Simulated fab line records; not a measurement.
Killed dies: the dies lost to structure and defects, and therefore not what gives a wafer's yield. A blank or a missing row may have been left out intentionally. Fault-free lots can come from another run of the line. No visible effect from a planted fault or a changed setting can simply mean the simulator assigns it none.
Which tool is to blame? | flow berkeley-cmos170 | 13 lots with 39 wafers sampled at 4 steps, on a route of 331 steps

== WHAT THE GAUGES READ, wafer by wafer ==
UCB170_NWELL_OVL_MEAS_12.
lot  | measured    | on         | NWELL_OVL (nm)
L690 | day 2 19:52 | overlay-02 | 2 10 7
L692 | day 2 20:23 | overlay-01 | -6 -8 -3
L694 | day 3 08:07 | overlay-02 | 2 1 -8
L693 | day 3 08:24 | overlay-01 | 3 -4 1
L695 | day 3 12:45 | overlay-02 | 5 4 6
L697 | day 4 00:46 | overlay-02 | 8 3 4
L698 | day 4 09:14 | overlay-01 | 5 -1 1
L701 | day 4 14:13 | overlay-01 | 3 -1 -4
L700 | day 4 14:21 | overlay-02 | 0 -1 0
L704 | day 5 16:23 | overlay-01 | - - -
L710 | day 6 12:08 | overlay-01 | -7 -7 0
L712 | day 7 00:50 | overlay-01 | 2 5 0
L713 | day 7 06:03 | overlay-02 | 5 2 8

UCB170_NWELL_TW_MEAS_16.
lot  | measured    | on            | NWELL_TW
L690 | day 2 20:15 | film-metro-01 | 1251 1243 1256
L692 | day 2 20:46 | film-metro-01 | 1240 1254 1249
L694 | day 3 08:31 | film-metro-02 | 1239 1243 1240
L693 | day 3 08:47 | film-metro-01 | 1256 1246 1258
L695 | day 3 13:09 | film-metro-04 | 1266 1257 1262
L697 | day 4 01:10 | film-metro-02 | 1245 1244 1249
L698 | day 4 09:37 | film-metro-01 | 1248 1257 1255
L701 | day 4 14:36 | film-metro-04 | 1247 1249 1251
L700 | day 4 14:44 | film-metro-01 | 1248 1255 1250
L704 | day 5 16:46 | film-metro-02 | 30 30 30 30 30 30
L710 | day 6 12:32 | film-metro-02 | 1241 1239 1249
L712 | day 7 01:14 | film-metro-04 | 1250 1248 1256
L713 | day 7 06:26 | film-metro-01 | 1249 1252 1247

UCB170_M3_THK_MEAS_03: measures by xrf.
lot  | measured     | on            | M3_AL_THK (nm)
L690 | day 9 20:36  | film-metro-03 | 893 891 891
L692 | day 9 20:54  | film-metro-03 | 914 910 894
L694 | day 9 21:08  | film-metro-04 | 899 894 909
L693 | day 9 21:56  | film-metro-01 | 893 871 879
L695 | day 9 21:34  | film-metro-03 | 887 890 883
L697 | day 10 08:50 | film-metro-04 | 889 889 891
L698 | day 10 10:21 | film-metro-03 | 886 891 886
L701 | day 10 14:23 | film-metro-03 | 884 903 881
L700 | day 10 11:35 | film-metro-01 | 897 900 898
L710 | day 12 13:18 | film-metro-01 | 891 894 884
L712 | day 13 09:34 | film-metro-01 | 884 879 887
L713 | day 13 10:50 | film-metro-04 | 903 881 888

== EACH LOT AND THE TOOL THAT RAN IT (in order: tool; ch and the chambers of the sampled wafers; start) ==
lot  | UCB170_NWELL_EXPOSE_09
L690 | krf-scanner-02 ch 0, day 2 19:29
L692 | krf-scanner-02 ch 0, day 2 19:59
L694 | krf-scanner-01 ch 0, day 3 07:44
L693 | krf-scanner-02 ch 0, day 3 07:58
L695 | krf-scanner-01 ch 0, day 3 12:21
L697 | krf-scanner-01 ch 0, day 4 00:23
L698 | krf-scanner-01 ch 0, day 4 08:08
L701 | krf-scanner-01 ch 0, day 4 13:11
L700 | krf-scanner-01 ch 0, day 4 13:37
L704 | krf-scanner-02 ch 0, day 5 15:47
L710 | krf-scanner-02 ch 0, day 6 11:35
L712 | krf-scanner-02 ch 0, day 7 00:28
L713 | krf-scanner-01 ch 0, day 7 05:40
- UCB170_NWELL_EXPOSE_09: exposes mask NWELL, target cd 3000 nm.

== AS READ BY THE TOOLS THEMSELVES (means over the sampled wafers that have a number; for cases with no such wafer, the mark the record gives instead) ==
The record holds no such reading with a usual standard deviation.

== THE ANSWER, worked out from the rows above alone ==
Rule: the usual values come from the lots themselves. Put in order of their means at a reading, lots are off if they are a third of the lots or fewer, leave a main group of 4 or more, and stand apart from it by a gap of 3 or more times the standard deviation of the main group's means; of several such gaps the widest counts. If all means in a main group match to the digits the tables above print for the reading, that group is not used. A lot without any number at a reading at which 4 lots or more have one is off too. Where the step has rows for the other lots, those lots are counted as sound. After the gauges, taken in route order, come the tools' own readings; for these a lot's mean is taken, as printed above. At the first step where some lot is off, the reading lying furthest off is the one used; lots without a number count as furthest.
Off: at UCB170_NWELL_OVL_MEAS_12 (NWELL_OVL), L704. Without a number there: L704. For the main group the mean is 1 nm and the standard deviation 3.7.
A tool fits if, at a process step before that reading, it ran every lot that is off, and no sound lot after the first of them. The gauges at UCB170_NWELL_OVL_MEAS_12 aren't tried: what is off there is off at UCB170_NWELL_TW_MEAS_16 too, on other tools, and a gauge's error can't cause that. None of those tried fits.

== WHAT HAD BEEN PUT IN BY THE SIMULATOR ==
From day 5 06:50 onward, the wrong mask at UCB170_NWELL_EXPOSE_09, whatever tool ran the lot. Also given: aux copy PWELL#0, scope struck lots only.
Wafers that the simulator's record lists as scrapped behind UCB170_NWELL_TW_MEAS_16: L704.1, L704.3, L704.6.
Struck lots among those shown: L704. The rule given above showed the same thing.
